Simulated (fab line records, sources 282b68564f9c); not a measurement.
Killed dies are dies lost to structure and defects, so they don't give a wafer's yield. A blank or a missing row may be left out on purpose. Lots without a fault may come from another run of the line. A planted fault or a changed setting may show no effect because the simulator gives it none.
Tool commonality check | flow rit_cmos | 14 lots, 42 wafers sampled

WHY IT WAS OPENED
At RIT_WELLDRIVE_RS_MEAS_01 the reading NWELL_RS is flagged on 2 of 14 lots. Wafers without a fault read 275.3 ohm/sq, standard deviation 0.81.
Rule: a lot is flagged when every wafer of it that has a number lies more than 4 standard deviations from that mean, or none has a number. The other lots count as sound.

lot  | measured    | on            | NWELL_RS (ohm/sq), wafer by wafer | flag
L289 | day 2 04:24 | film_metro-04 | 275.7 275.9 275.5                 |
L291 | day 2 14:58 | film_metro-04 | 275.2 274.3 275.9                 |
L292 | day 2 19:32 | film_metro-04 | 274.6 273.9 274.2                 |
L294 | day 3 09:08 | film_metro-04 | 275.6 274.3 274.6                 |
L300 | day 4 12:25 | film_metro-01 | 276.4 276.9 276.0                 |
L301 | day 4 16:13 | film_metro-04 | 275.9 276.6 276.1                 |
L303 | day 5 02:22 | film_metro-01 | 274.6 274.7 275.4                 |
L305 | day 5 12:41 | film_metro-03 | 285.9 285.5 284.6                 | FLAGGED
L306 | day 5 19:41 | film_metro-03 | 284.0 284.1 284.0                 | FLAGGED
L307 | day 6 00:01 | film_metro-04 | 274.5 274.8 274.9                 |
L309 | day 6 09:46 | film_metro-01 | 274.7 275.4 274.9                 |
L310 | day 6 13:59 | film_metro-04 | 275.5 276.9 276.7                 |
L311 | day 6 19:02 | film_metro-04 | 275.1 276.2 274.9                 |
L312 | day 7 01:34 | film_metro-01 | 275.6 276.2 276.0                 |
The numbers of the flagged lots are 284.7 ohm/sq on average: +9.4 ohm/sq against the usual, or +12 standard deviations.

WHICH TOOL RAN EACH LOT
The record holds 1 process step before the reading, out of a route of 202 steps. In each cell: the tool, then ch and the chambers that the sampled wafers went through, then the start.
lot  | flag    | RIT_WELLDRIVE_ANNEAL_00
L289 |         | furnace-04 ch 0, day 1 23:17
L291 |         | furnace-04 ch 0, day 2 09:50
L292 |         | furnace-03 ch 0, day 2 14:27
L294 |         | furnace-04 ch 0, day 3 04:03
L300 |         | furnace-01 ch 0, day 4 07:19
L301 |         | furnace-04 ch 0, day 4 11:08
L303 |         | furnace-01 ch 0, day 4 21:17
L305 | FLAGGED | furnace-01 ch 0, day 5 07:34
L306 | FLAGGED | furnace-01 ch 0, day 5 14:36
L307 |         | furnace-04 ch 0, day 5 18:53
L309 |         | furnace-03 ch 0, day 6 04:38
L310 |         | furnace-04 ch 0, day 6 08:52
L311 |         | furnace-04 ch 0, day 6 13:56
L312 |         | furnace-03 ch 0, day 6 20:29
What these steps do:
- RIT_WELLDRIVE_ANNEAL_00: time 14700 s.
- RIT_WELLDRIVE_RS_MEAS_01: measures by four-point-probe.

FLAGGED OVER TOTAL, TOOL BY TOOL (the gauges that took the reading come last)
step                     | tool          | lots run | flagged | share of the flagged lots | sound lots run after its first flagged lot
RIT_WELLDRIVE_ANNEAL_00  | furnace-01    | 4        | 2       | all                       | 0
RIT_WELLDRIVE_ANNEAL_00  | furnace-03    | 3        | 0       | none                      | -
RIT_WELLDRIVE_ANNEAL_00  | furnace-04    | 7        | 0       | none                      | -
RIT_WELLDRIVE_RS_MEAS_01 | film_metro-01 | 4        | 0       | none                      | -
RIT_WELLDRIVE_RS_MEAS_01 | film_metro-03 | 2        | 2       | all                       | 0
RIT_WELLDRIVE_RS_MEAS_01 | film_metro-04 | 8        | 0       | none                      | -

WHAT THE TABLE ALLOWS
2 rows of the table ran every flagged lot: furnace-01 at RIT_WELLDRIVE_ANNEAL_00, film_metro-03 at RIT_WELLDRIVE_RS_MEAS_01.
- furnace-01 at RIT_WELLDRIVE_ANNEAL_00: 2 of its 4 lots flagged. Its last sound lot is L303 (day 4 21:17), its first flagged lot L305 (day 5 07:34): a fault that began between those two fits. Its own readings lie more than 4 standard deviations out on every wafer of the flagged lots: spike_tc_centre_C, tube_center_temp_C, tube_center_temp_C_max.
- film_metro-03 at RIT_WELLDRIVE_RS_MEAS_01: 2 of its 2 lots flagged. It ran no sound lot before its first flagged lot in this sample, so the start can't be narrowed down.
Counting lots can't tell these 2 tools apart, because each fits a fault that began at some hour. More lots, or a look at what each step does to the wafer, might.

WHAT THE SIMULATOR HAD PUT IN
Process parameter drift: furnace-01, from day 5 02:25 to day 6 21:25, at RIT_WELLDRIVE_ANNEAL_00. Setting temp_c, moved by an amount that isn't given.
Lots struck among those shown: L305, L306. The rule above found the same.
